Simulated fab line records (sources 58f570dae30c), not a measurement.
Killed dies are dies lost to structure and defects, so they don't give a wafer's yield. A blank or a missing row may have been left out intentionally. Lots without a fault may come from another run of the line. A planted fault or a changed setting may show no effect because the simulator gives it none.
Which tool did it? | flow berkeley-cmos170 | 7 lots, 21 wafers sampled, at 2 steps of a route of 331

WHAT THE GAUGES READ, wafer by wafer
UCB170_WELLDRIVE_THK_MEAS_02.
lot  | measured    | on            | WELLDRIVE_OXIDE_THK (nm)
L530 | day 4 04:57 | film-metro-04 | 207 202 205
L533 | day 5 08:27 | film-metro-04 | 199 201 196
L534 | day 5 15:53 | film-metro-04 | 202 200 199
L538 | day 5 20:55 | film-metro-04 | 195 194 191
L536 | day 6 05:22 | film-metro-02 | 200 194 194
L541 | day 6 13:55 | film-metro-04 | 220 217 217 220 217 217
L545 | day 7 02:53 | film-metro-04 | 192 193 190

TOOL THAT RAN EACH LOT (tool first, then ch and the chambers of the sampled wafers, then the start)
lot  | UCB170_WELLDRIVE_OXIDATION_01
L530 | furnace-04 ch 0, day 4 01:26
L533 | furnace-03 ch 0, day 5 04:57
L534 | furnace-03 ch 0, day 5 12:23
L538 | furnace-03 ch 0, day 5 17:23
L536 | furnace-01 ch 0, day 6 01:52
L541 | furnace-03 ch 0, day 6 10:20
L545 | furnace-01 ch 0, day 6 23:22
- UCB170_WELLDRIVE_OXIDATION_01: target thk 199 nm, ox time 9000 s.

THE ANSWER, worked out from the rows above alone
Rule: the lots themselves supply what counts as usual. Put in order of their means at a reading, lots are off if they are a third of the lots or fewer, leave a main group of 4 or more, and stand apart from it by a gap of 3 or more times the standard deviation of the main group's means; of several such gaps the widest counts. If all means in a main group match to the digits the tables above print for the reading, that group is not used. Also off: a lot with no number at a reading for which 4 or more lots have one. The other lots that the step has rows for count as sound.
Off: L541, seen at UCB170_WELLDRIVE_THK_MEAS_02 (WELLDRIVE_OXIDE_THK). For the main group the mean is 197 nm and the standard deviation 4.4.
A tool fits if, at a process step before that reading, it ran every lot that is off, and no sound lot after the first of them. The gauges at UCB170_WELLDRIVE_THK_MEAS_02 are tried like those tools. One fits: furnace-03 at UCB170_WELLDRIVE_OXIDATION_01. A fault onset in the window from L538 (day 5 17:23, its last sound lot) to L541 (day 6 10:20, its first lot off) fits.

WHAT THE SIMULATOR PUT IN
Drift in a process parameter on furnace-03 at UCB170_WELLDRIVE_OXIDATION_01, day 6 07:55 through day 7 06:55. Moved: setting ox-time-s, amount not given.
Lots struck among those shown: L541. The same result came from the rule above.
